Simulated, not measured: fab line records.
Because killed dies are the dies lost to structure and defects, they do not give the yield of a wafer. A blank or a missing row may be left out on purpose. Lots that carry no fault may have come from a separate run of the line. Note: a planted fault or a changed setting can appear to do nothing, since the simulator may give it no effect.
What tool caused it? | flow berkeleyCmos170 | Sampling: 14 lots, 42 wafers, 3 of 331 route steps

## WHAT THE GAUGES SHOWED, per wafer
UCB170_M1_CD_MEAS_09: the cd target is 700 nm.
lot  | measured     | on       | cdNm (nm)
L407 | day 6 21:24  | cdSem-02 | 698.1 698.3 697.3
L408 | day 7 14:56  | cdSem-02 | 702.3 701.6 701.9
L409 | day 7 21:34  | cdSem-02 | 700.7 700.9 700.5
L410 | day 8 10:43  | cdSem-02 | 703.3 701.9 699.9
L413 | day 8 10:55  | cdSem-01 | 703.1 702.1 701.7
L415 | day 8 21:21  | cdSem-01 | 701.3 700.1 701.4
L418 | day 9 12:33  | cdSem-01 | 701.4 700.7 700.2
L421 | day 9 23:02  | cdSem-01 | 700.0 699.0 699.1
L424 | day 10 03:56 | cdSem-01 | 699.3 700.1 698.7
L423 | day 10 06:15 | cdSem-01 | 702.0 702.8 701.6
L425 | day 10 21:47 | cdSem-02 | 696.9 697.2 696.1
L426 | day 11 03:32 | cdSem-02 | 700.4 699.2 702.4
L429 | day 11 09:22 | cdSem-02 | 699.7 700.8 700.6
L428 | day 11 09:59 | cdSem-02 | 701.0 700.4 699.4

UCB170_M1_CD_MEAS_90: the cd target is 700 nm.
lot  | measured     | on       | cdNm (nm)
L407 | day 6 21:50  | cdSem-01 | 696.0 697.0 696.3
L408 | day 7 15:23  | cdSem-02 | 703.5 702.2 702.0
L409 | day 7 22:04  | cdSem-01 | 699.9 699.7 700.6
L410 | day 8 11:10  | cdSem-02 | 703.6 699.7 701.1
L413 | day 8 11:29  | cdSem-01 | 705.1 701.9 702.4
L415 | day 8 21:47  | cdSem-01 | 699.2 703.3 703.8
L418 | day 9 12:59  | cdSem-02 | 700.3 703.7 705.3
L421 | day 9 23:28  | cdSem-01 | 699.3 696.9 702.0
L424 | day 10 04:22 | cdSem-01 | 697.3 703.7 701.3
L423 | day 10 06:41 | cdSem-01 | 699.7 701.5 699.1
L425 | day 10 22:13 | cdSem-01 | 698.1 698.3 698.0
L426 | day 11 03:59 | cdSem-01 | 700.1 700.2 704.7
L429 | day 11 09:48 | cdSem-02 | 700.1 699.9 702.6
L428 | day 11 10:25 | cdSem-01 | 704.0 703.4 697.8

## WHICH TOOL RAN EACH LOT (tool, then ch and the chambers of the sampled wafers, then the start)
lot  | UCB170_M1_METAL_ETCH_12
L407 | rieMetal-03 ch 0, day 6 21:35
L408 | rieMetal-01 ch 0,1, day 7 15:07
L409 | rieMetal-04 ch 0,1, day 7 21:46
L410 | rieMetal-03 ch 0,1, day 8 10:55
L413 | rieMetal-04 ch 0, day 8 11:08
L415 | rieMetal-03 ch 0,1, day 8 21:33
L418 | rieMetal-03 ch 0,1, day 9 12:44
L421 | rieMetal-03 ch 0,1, day 9 23:13
L424 | rieMetal-04 ch 0,1, day 10 04:07
L423 | rieMetal-04 ch 0,1, day 10 06:27
L425 | rieMetal-01 ch 1, day 10 21:58
L426 | rieMetal-04 ch 0,1, day 11 03:44
L429 | rieMetal-01 ch 0,1, day 11 09:34
L428 | rieMetal-04 ch 0,1, day 11 10:10
- UCB170_M1_METAL_ETCH_12: etches Al in Cl2/BCl3, stops on PSG, target depth 780 nm, time 130 s.

## WHAT THE TOOLS THEMSELVES READ (means of the sampled wafers that have a number; where no wafer has one, the mark that the record gives instead)
UCB170_M1_METAL_ETCH_12.
lot  | tool        | biasW (W) | drypumpMotorCurrentA (A) | heBacksideLeakSccm (sccm) | oesProductAu (a.u.) | throttleValvePct (%)
L407 | rieMetal-03 | 120.3     | 5.7                      | 3.39                      | 0.831               | 24.4
L408 | rieMetal-01 | 120.0     | 5.9                      | 3.16                      | 0.855               | 24.8
L409 | rieMetal-04 | 120.2     | 5.3                      | 3.16                      | 0.864               | 24.2
L410 | rieMetal-03 | 119.9     | 5.6                      | 3.13                      | 0.844               | 24.1
L413 | rieMetal-04 | 120.0     | 5.3                      | 3.16                      | 0.860               | 24.0
L415 | rieMetal-03 | 119.9     | 5.7                      | 3.27                      | 0.833               | 24.3
L418 | rieMetal-03 | 117.3     | 5.6                      | 3.45                      | 0.825               | 24.3
L421 | rieMetal-03 | 116.9     | 5.6                      | 3.57                      | 0.839               | 24.1
L424 | rieMetal-04 | 119.7     | 5.3                      | 3.31                      | 0.852               | 24.2
L423 | rieMetal-04 | 120.2     | 5.4                      | 3.18                      | 0.856               | 24.5
L425 | rieMetal-01 | 120.2     | 5.2                      | 3.28                      | 0.842               | 24.7
L426 | rieMetal-04 | 119.8     | 5.3                      | 3.18                      | 0.865               | 24.2
L429 | rieMetal-01 | 119.7     | 5.5                      | 3.09                      | 0.849               | 24.7
L428 | rieMetal-04 | 119.8     | 5.3                      | 3.23                      | 0.864               | 24.2

## THE ANSWER, worked out from the rows above alone
Rule: usual is defined by the lots themselves. Put in order of their means at a reading, lots are off if they are a third of the lots or fewer, leave a main group of 4 or more, and stand apart from it by a gap of 3 or more times the standard deviation of the main group's means; of several such gaps the widest counts. A main group is skipped when, at the precision printed for the reading in the tables above, its means are all equal. A lot without any number at a reading at which 4 lots or more have one is off too. The other lots that the step has rows for count as sound. The gauges are gone through in route order, then the tools' own readings, and for those a lot's mean is taken as printed above. The first step at which some lot is off is used, and at that step the reading that is off furthest; a lot without a number counts as furthest.
Off: L418, L421 (UCB170_M1_METAL_ETCH_12, biasW). Main group: mean 120.0 W, sd 0.2.
A tool fits if, at that step or a process step before it, it ran every lot that is off, and no sound lot after the first of them. One fits: UCB170_M1_METAL_ETCH_12 on rieMetal-03. Its last sound lot is L415 (day 8 21:33), its first lot that is off L418 (day 9 12:44): a fault that began between those two fits.
The tool's own readings at UCB170_M1_METAL_ETCH_12 bear it out: on the lots that are off they differ by more than 5 times the standard deviation of the sound lots' means. biasW reads 117.1 W there against 120.0 W on the sound lots.

## WHAT THE SIMULATOR HAD PUT IN
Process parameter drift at UCB170_M1_METAL_ETCH_12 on rieMetal-03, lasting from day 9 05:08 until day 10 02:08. From 120, the setting biasW moved by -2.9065. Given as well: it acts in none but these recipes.
Struck lots among those shown: L418, L421. This agrees with what the rule above found.
